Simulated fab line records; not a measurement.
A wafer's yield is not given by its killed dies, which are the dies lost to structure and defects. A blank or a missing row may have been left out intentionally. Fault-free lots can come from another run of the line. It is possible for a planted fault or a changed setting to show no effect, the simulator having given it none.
fab line records ; flow berkeley-cmos170
record: lots: 6; wafers: 18; last-day: 12
route steps=331 shown M1@238
lots with no fault: from the same line, run without faults
start-h: hours from the record's first day to the start of the lot's first wafer shown ; wait-h: hours since the lot's step before ; " same as the row above ; L1.1+2: a row that stands for several wafers ; - either no value or no given start ; * or withheld: withheld ; < > ~ a bound
route shown NAME@n: NAME is a module with steps in the file, n the number in the route of the first one ; usual: average and standard deviation across the fault-free wafers ; same: alike in all rows ; chamber/n: place in a boat ; sites: readings site by site ; _std_site: their standard deviation ; _edge_site: the outer-site mean with the inner-site mean subtracted ; radius-mm: for every site, how far away it sits from the centre of the wafer ; mask NAME#n: copy n ; behind: the last tool/chamber to shape the wafer ; hold: why the lot was held/for how many hours/how that ended ; device: names the non-switching transistor (n, p or np) ; end of line: at the end of the route, the tests of the same wafers ; a step given without rows: its recipe and nothing more ; killed: count of dies lost to structure and defects at first sort (not the wafer's yield) ; map: a wafer's dies, x killed, . not, _ none there
set.NAME: setting as actually run; set.NAME@STEP: the setting as run at that earlier step ; model.NAME: the simulator's own value behind a step, which no gauge read
lots seen at some steps along the route; tables by step, rows by wafer
services: the hour from which a tool's chamber was out of use, counted from the record's first day as start-h (under 0 if before that day), plus the number of hours and why
== steps ==
step: UCB170_M1_SPUTTER_00
recipe: material: Al; target-thk-nm: 600; time-s: 80; power-w: 6000; chamber-pressure-pa: 0.5
usual: throttle-valve-pct: 30.1/0.94
lot.wafer;tool;chamber;start-h;wait-h;throttle-valve-pct
L815.1;pvd-sputter-03;-;163.02;0.0;29.6
L815.4;pvd-sputter-03;-;163.02;0.0;30.8
L815.6;pvd-sputter-03;-;163.02;0.0;29.2
L821.2;pvd-sputter-04;-;195.08;0.0;29.1
L821.3;pvd-sputter-04;-;195.08;0.0;30.7
L821.4;pvd-sputter-04;-;195.08;0.0;31.2
L826.1;pvd-sputter-01;-;225.73;0.0;29.5
L826.4;pvd-sputter-01;-;225.73;0.0;29.2
L826.5;pvd-sputter-01;-;225.73;0.0;29.4
L827.1;pvd-sputter-04;-;229.47;0.0;32.0
L827.4;pvd-sputter-04;-;229.47;0.0;31.0
L827.5;pvd-sputter-04;-;229.47;0.0;30.9
L829.1;pvd-sputter-01;-;233.17;0.0;29.6
L829.2;pvd-sputter-01;-;233.17;0.0;29.4
L829.3;pvd-sputter-01;-;233.17;0.0;29.1
L831.1;pvd-sputter-03;-;257.05;0.0;30.4
L831.2;pvd-sputter-03;-;257.05;0.0;29.0
L831.4;pvd-sputter-03;-;257.05;0.0;30.8
step: UCB170_M1_RS_MEAS_01
recipe: thk-meas-gauge: four-point-probe; reads: Al_of_M1_SPUTTER_00
usual: M1_AL_RS: 0.0486/0.00058
lot.wafer;tool;chamber;start-h;wait-h;M1_AL_RS[ohm/sq]
L815.1;film-metro-02;-;163.09;0.0;0.0491
L815.4;film-metro-02;-;163.09;0.0;0.0490
L815.6;film-metro-02;-;163.09;0.0;0.0491
L821.2;film-metro-02;-;195.16;0.1;0.0485
L821.3;film-metro-02;-;195.16;0.1;0.0490
L821.4;film-metro-02;-;195.16;0.1;0.0486
L826.1;film-metro-02;-;225.79;0.0;0.0485
L826.4;film-metro-02;-;225.79;0.0;0.0484
L826.5;film-metro-02;-;225.79;0.0;0.0477
L827.1;film-metro-01;-;229.53;0.0;0.0490
L827.4;film-metro-01;-;229.53;0.0;0.0492
L827.5;film-metro-01;-;229.53;0.0;0.0490
L829.1;film-metro-04;-;233.23;0.0;0.0486
L829.2;film-metro-04;-;233.23;0.0;0.0482
L829.3;film-metro-04;-;233.23;0.0;0.0483
L831.1;film-metro-04;-;257.11;0.0;0.0492
L831.2;film-metro-04;-;257.11;0.0;0.0487
L831.4;film-metro-04;-;257.11;0.0;0.0485
step: UCB170_M1_THK_MEAS_02
recipe: thk-meas-gauge: xrf; reads: Al_of_M1_SPUTTER_00
usual: M1_AL_THK: 605/8.2
lot.wafer;tool;chamber;start-h;wait-h;M1_AL_THK[nm]
L815.1;film-metro-02;-;163.21;0.1;603
L815.4;film-metro-02;-;163.21;0.1;601
L815.6;film-metro-02;-;163.21;0.1;601
L821.2;film-metro-02;-;195.27;0.1;611
L821.3;film-metro-02;-;195.27;0.1;606
L821.4;film-metro-02;-;195.27;0.1;610
L826.1;film-metro-02;-;225.91;0.1;612
L826.4;film-metro-02;-;225.91;0.1;610
L826.5;film-metro-02;-;225.91;0.1;618
L827.1;film-metro-01;-;229.65;0.1;601
L827.4;film-metro-01;-;229.65;0.1;596
L827.5;film-metro-01;-;229.65;0.1;596
L829.1;film-metro-04;-;233.35;0.1;605
L829.2;film-metro-04;-;233.35;0.1;617
L829.3;film-metro-04;-;233.35;0.1;610
L831.1;film-metro-04;-;257.23;0.1;598
L831.2;film-metro-04;-;257.23;0.1;605
L831.4;film-metro-04;-;257.23;0.1;607
step: UCB170_M1_COAT_03
recipe: resist: BARC; temp-c: withheld; time-s: withheld; spin-rpm: 3000; resist-thk-nm: withheld
step: UCB170_M1_COAT_04
recipe: resist: KrF; spin-rpm: 1500; resist-thk-nm: 900
step: UCB170_M1_SOFTBAKE_05
recipe: resist: KrF; temp-c: 130; time-s: 60
step: UCB170_M1_EXPOSE_06
recipe: mask-id: METAL1; target-cd-nm: 700; na: 0.5; sigma-outer: 0.6; source-shape: conventional; dose-mj: 21
step: UCB170_M1_PEB_07
recipe: peb-temp-c: 130; peb-time-s: withheld; resist: KrF
step: UCB170_M1_DEVELOP_08
recipe: developer: TMAH; develop-time-s: 45; resist: KrF; dev-temp-c: 21
step: UCB170_M1_CD_MEAS_09
recipe: target-cd-nm: 700
usual: cd-nm: 700.0/1.5
lot.wafer;tool;chamber;start-h;wait-h;cd-nm
L815.1;cd-sem-01;-;164.63;-;699.9
L815.4;cd-sem-01;-;164.63;-;700.5
L815.6;cd-sem-01;-;164.63;-;699.9
L821.2;cd-sem-01;-;196.34;-;699.9
L821.3;cd-sem-01;-;196.34;-;701.4
L821.4;cd-sem-01;-;196.34;-;700.4
L826.1;cd-sem-01;-;226.81;-;701.5
L826.4;cd-sem-01;-;226.81;-;700.9
L826.5;cd-sem-01;-;226.81;-;701.0
L827.1;cd-sem-02;-;230.77;-;699.7
L827.4;cd-sem-02;-;230.77;-;698.6
L827.5;cd-sem-02;-;230.77;-;698.9
L829.1;cd-sem-01;-;234.41;-;697.4
L829.2;cd-sem-01;-;234.41;-;698.2
L829.3;cd-sem-01;-;234.41;-;698.5
L831.1;cd-sem-02;-;258.26;-;701.2
L831.2;cd-sem-02;-;258.26;-;700.7
L831.4;cd-sem-02;-;258.26;-;699.2
step: UCB170_M1_OVL_MEAS_10
usual: M1_OVL: 4/5.8
lot.wafer;tool;chamber;start-h;wait-h;M1_OVL[nm]
L815.1;overlay-02;-;164.75;0.1;8
L815.4;overlay-02;-;164.75;0.1;6
L815.6;overlay-02;-;164.75;0.1;6
L821.2;overlay-02;-;196.45;0.1;5
L821.3;overlay-02;-;196.45;0.1;-2
L821.4;overlay-02;-;196.45;0.1;5
L826.1;overlay-02;-;226.93;0.1;-2
L826.4;overlay-02;-;226.93;0.1;1
L826.5;overlay-02;-;226.93;0.1;1
L827.1;overlay-02;-;230.89;0.1;-10
L827.4;overlay-02;-;230.89;0.1;2
L827.5;overlay-02;-;230.89;0.1;1
L829.1;overlay-01;-;234.53;0.1;-5
L829.2;overlay-01;-;234.53;0.1;5
L829.3;overlay-01;-;234.53;0.1;-3
L831.1;overlay-02;-;258.38;0.1;10
L831.2;overlay-02;-;258.38;0.1;8
L831.4;overlay-02;-;258.38;0.1;0
step: UCB170_M1_ETCH_11
recipe: chemistry: N2/H2; target-depth-a: withheld; overetch-a: withheld; target: BARC; time-s: withheld; source-w: 500; bias-w: 100; pressure-mtorr: 30; n2-flow-sccm: 100; h2-flow-sccm: 200
usual: bias-w: 100.0/0.31; chamber-pressure-mTorr: 30.002/0.025; drypump-motor-current-A: 5.6/0.47; n2-flow-sccm: 100.0/0.31; oes-product-au: 1.007/0.021; throttle-valve-pct: 13.32/0.2
lot.wafer;tool;chamber;start-h;wait-h;bias-w;chamber-pressure-mTorr;drypump-motor-current-A;n2-flow-sccm;oes-product-au;throttle-valve-pct
L815.1;rie-diel-01;3;164.79;0.0;100.0;29.965;5.2;99.9;1.021;13.43
L815.4;rie-diel-01;1;164.79;0.0;99.2;30.018;5.5;99.9;0.988;13.14
L815.6;rie-diel-01;0;164.79;0.0;100.2;30.005;6.3;99.8;1.043;13.12
L821.2;rie-diel-02;0;196.48;0.0;100.2;30.006;5.5;100.1;1.040;13.32
L821.3;rie-diel-02;2;196.48;0.0;100.2;30.034;5.7;99.5;1.014;13.06
L821.4;rie-diel-02;3;196.48;0.0;100.5;30.016;5.8;99.3;1.012;13.68
L826.1;rie-diel-01;1;226.96;0.0;100.1;30.000;5.4;99.7;0.996;13.16
L826.4;rie-diel-01;0;226.96;0.0;100.4;29.948;6.2;100.5;1.030;13.11
L826.5;rie-diel-01;3;226.96;0.0;100.0;30.000;5.2;100.1;1.023;13.44
L827.1;rie-diel-02;0;230.92;0.0;99.8;30.066;5.6;99.8;1.028;13.33
L827.4;rie-diel-02;3;230.92;0.0;99.7;29.988;5.9;99.9;1.002;13.67
L827.5;rie-diel-02;2;230.92;0.0;100.2;29.990;5.8;100.7;1.001;13.09
L829.1;rie-diel-02;1;234.57;0.0;99.7;30.027;6.4;100.2;1.036;13.02
L829.2;rie-diel-02;0;234.57;0.0;99.6;29.989;5.5;100.6;1.027;13.34
L829.3;rie-diel-02;2;234.57;0.0;100.5;29.979;5.7;100.2;1.006;13.09
L831.1;rie-diel-01;3;258.41;0.0;100.0;30.018;5.2;99.2;1.022;13.42
L831.2;rie-diel-01;0;258.41;0.0;99.7;29.990;6.2;99.3;1.028;13.11
L831.4;rie-diel-01;1;258.41;0.0;100.1;30.013;5.5;100.0;0.997;13.17
step: UCB170_M1_METAL_ETCH_12
recipe: chemistry: Cl2/BCl3; target: Al; stop-on: PSG; pressure-mtorr: 12; target-depth-a: 7800; over-etch-frac: 0.3; time-s: 130; icp-w: 600; bias-w: 120; Cl2_flow_sccm: 90; bcl3-flow-sccm: 45
usual: bcl3-flow-sccm: 44.99/0.15; bias-w: 120.0/0.37; drypump-motor-current-A: 5.1/0.41; oes-product-au: 0.851/0.018; throttle-valve-pct: 24.66/0.19
lot.wafer;tool;chamber;start-h;wait-h;bcl3-flow-sccm;bias-w;drypump-motor-current-A;oes-product-au;rf-hours-counter-h;throttle-valve-pct;model.KrF_of_M1_COAT_04.thk-nm;model.PSG_of_CONTACT_CVD_01.thk-nm
L815.1;rie-metal-03;0;164.83;-;44.79;120.3;4.6;0.830;12;24.68;430.7;664.7
L815.4;rie-metal-03;0;164.83;-;44.98;119.9;4.6;0.830;-;24.69;432.3;659.2
L815.6;rie-metal-03;1;164.83;-;45.15;120.4;4.8;0.846;-;24.57;424.9;662.3
L821.2;rie-metal-04;1;196.52;-;44.82;119.9;5.1;0.834;5;24.46;432.1;656.6
L821.3;rie-metal-04;1;196.52;-;44.70;119.5;5.1;0.831;-;24.45;429.3;652.9
L821.4;rie-metal-04;0;196.52;-;45.07;119.9;5.2;0.839;-;24.37;447;658.9
L826.1;rie-metal-04;0;227.01;-;-;-;-;-;-;-;884.3;697.5
L826.4;rie-metal-04;0;227.01;-;-;-;-;-;-;-;884.8;703.6
L826.5;rie-metal-04;0;227.01;-;-;-;-;-;-;-;883.5;703.2
L827.1;rie-metal-02;0;230.96;-;-;-;-;-;-;-;881.2;687.1
L827.4;rie-metal-02;0;230.96;-;-;-;-;-;-;-;883.3;692.9
L827.5;rie-metal-02;0;230.96;-;-;-;-;-;-;-;885.2;688.8
L829.1;rie-metal-03;1;234.61;-;44.93;120.2;4.8;0.842;11;24.57;421.2;647.8
L829.2;rie-metal-03;0;234.61;-;44.63;120.1;4.6;0.855;0;24.70;430;657.1
L829.3;rie-metal-03;1;234.61;-;44.97;120.0;4.7;0.840;-;24.57;418.3;654.4
L831.1;rie-metal-03;1;258.46;-;44.99;119.4;4.8;0.840;11;24.56;425;662.9
L831.2;rie-metal-03;0;258.46;-;44.95;120.5;4.6;0.846;1;24.72;431.7;666.2
L831.4;rie-metal-03;0;258.46;-;44.88;119.8;4.6;0.856;-;24.70;430.6;664.9
step: UCB170_M1_STRIP_13
recipe: chemistry: O2; power-w: 400; pressure-mtorr: 3500; platen-temp-c: withheld; o2-flow-sccm: 400; overash-fraction: 0.5
usual: drypump-motor-current-A: 5.4/0.31; oes-product-au: 0.721/0.0047
lot.wafer;tool;chamber;start-h;wait-h;drypump-motor-current-A;oes-product-au;rf-hours-counter-h
L815.1;plasma-asher-01;1;164.96;0.1;5.8;0.725;40
L815.4;plasma-asher-01;0;164.96;0.1;5.0;0.720;-
L815.6;plasma-asher-01;1;164.96;0.1;5.8;0.716;-
L821.2;plasma-asher-03;1;198.58;2.0;5.1;0.721;9
L821.3;plasma-asher-03;1;198.58;2.0;5.1;0.723;-
L821.4;plasma-asher-03;0;198.58;2.0;5.5;0.714;-
L826.1;plasma-asher-02;0;227.14;0.1;5.5;0.730;56
L826.4;plasma-asher-02;0;227.14;0.1;5.4;0.724;-
L826.5;plasma-asher-02;1;227.14;0.1;5.8;0.727;-
L827.1;plasma-asher-01;1;231.10;0.1;5.8;0.719;46
L827.4;plasma-asher-01;0;231.10;0.1;5.1;0.733;-
L827.5;plasma-asher-01;0;231.10;0.1;5.0;0.728;-
L829.1;plasma-asher-03;1;234.74;0.1;5.1;0.715;14
L829.2;plasma-asher-03;0;234.74;0.1;5.5;0.717;14
L829.3;plasma-asher-03;0;234.74;0.1;5.5;0.724;-
L831.1;plasma-asher-02;1;258.59;0.1;5.8;0.724;59
L831.2;plasma-asher-02;0;258.59;0.1;5.4;0.723;59
L831.4;plasma-asher-02;0;258.59;0.1;5.4;0.716;-
step: UCB170_M1_CD_MEAS_90
recipe: target-cd-nm: 700
usual: cd-nm: 700.3/2.2
lot.wafer;tool;chamber;start-h;wait-h;cd-nm
L815.1;cd-sem-01;-;165.06;0.1;700.4
L815.4;cd-sem-01;-;165.06;0.1;701.5
L815.6;cd-sem-01;-;165.06;0.1;702.1
L821.2;cd-sem-02;-;198.70;0.1;698.6
L821.3;cd-sem-02;-;198.70;0.1;700.6
L821.4;cd-sem-02;-;198.70;0.1;701.7
L826.1;cd-sem-02;-;227.24;0.1;-
L826.4;cd-sem-02;-;227.24;0.1;-
L826.5;cd-sem-02;-;227.24;0.1;-
L827.1;cd-sem-02;-;231.20;0.1;-
L827.4;cd-sem-02;-;231.20;0.1;-
L827.5;cd-sem-02;-;231.20;0.1;-
L829.1;cd-sem-02;-;234.84;0.1;698.6
L829.2;cd-sem-02;-;234.84;0.1;695.9
L829.3;cd-sem-02;-;234.84;0.1;698.1
L831.1;cd-sem-02;-;258.69;0.1;702.2
L831.2;cd-sem-02;-;258.69;0.1;700.0
L831.4;cd-sem-02;-;258.69;0.1;697.5
step: UCB170_M1_ANNEAL_14
recipe: temp-c: 400; time-s: 1200; ambient: forming-gas
== services ==
tool;chamber;start-h;hours;kind
rie-metal-02;-;148.95;3.7;repair
rie-metal-03;0;153.22;6.0;repair
rie-diel-01;1;167.55;10.8;repair
rie-diel-01;2;171.51;9.9;repair
pvd-sputter-04;-;178.76;4.6;repair
rie-metal-02;0;182.10;6.8;repair
rie-diel-02;1;190.50;42.7;repair
rie-metal-03;-;190.54;1.4;pm
plasma-asher-01;-;193.04;16.4;repair
plasma-asher-02;-;195.37;3.9;repair
rie-metal-03;0;202.49;-;clean
rie-metal-03;0;202.49;18.0;scheduled-down
rie-metal-03;0;202.49;18.0;vent-cycle
rie-diel-02;3;233.41;6.3;repair
plasma-asher-01;-;249.44;28.1;pm
== key ==
first-sign: step: UCB170_M1_METAL_ETCH_12; reading: tool-record; direction: missing
effect: step: UCB170_M1_CD_MEAS_90; reading: cd-nm; direction: missing
model-effect: step: UCB170_M1_METAL_ETCH_12; value: KrF_of_M1_COAT_04.thk-nm; without: 449.1; struck: 883.7
met-at UCB170_M1_METAL_ETCH_12
struck-wafers L826.1,L826.4,L826.5,L827.1,L827.4,L827.5
later-rows-left-out L826.1,L826.4,L826.5,L827.1,L827.4,L827.5
sort-left-out L826.1,L826.4,L826.5,L827.1,L827.4,L827.5
onset-between 196.52 227.01
fault: kind: skipped-step-whole; tool: rie-metal-02,rie-metal-04; chamber: -; onset-h: 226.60; steps: UCB170_M1_METAL_ETCH_12; scope: struck-lots-only
sort-left-out: the simulated sort isn't trusted on such a fault, so these wafers' sort isn't shown, and their yield isn't known
later-rows-left-out: the simulator's readings of these wafers behind a module that went badly wrong aren't trusted and aren't shown, but for the sort
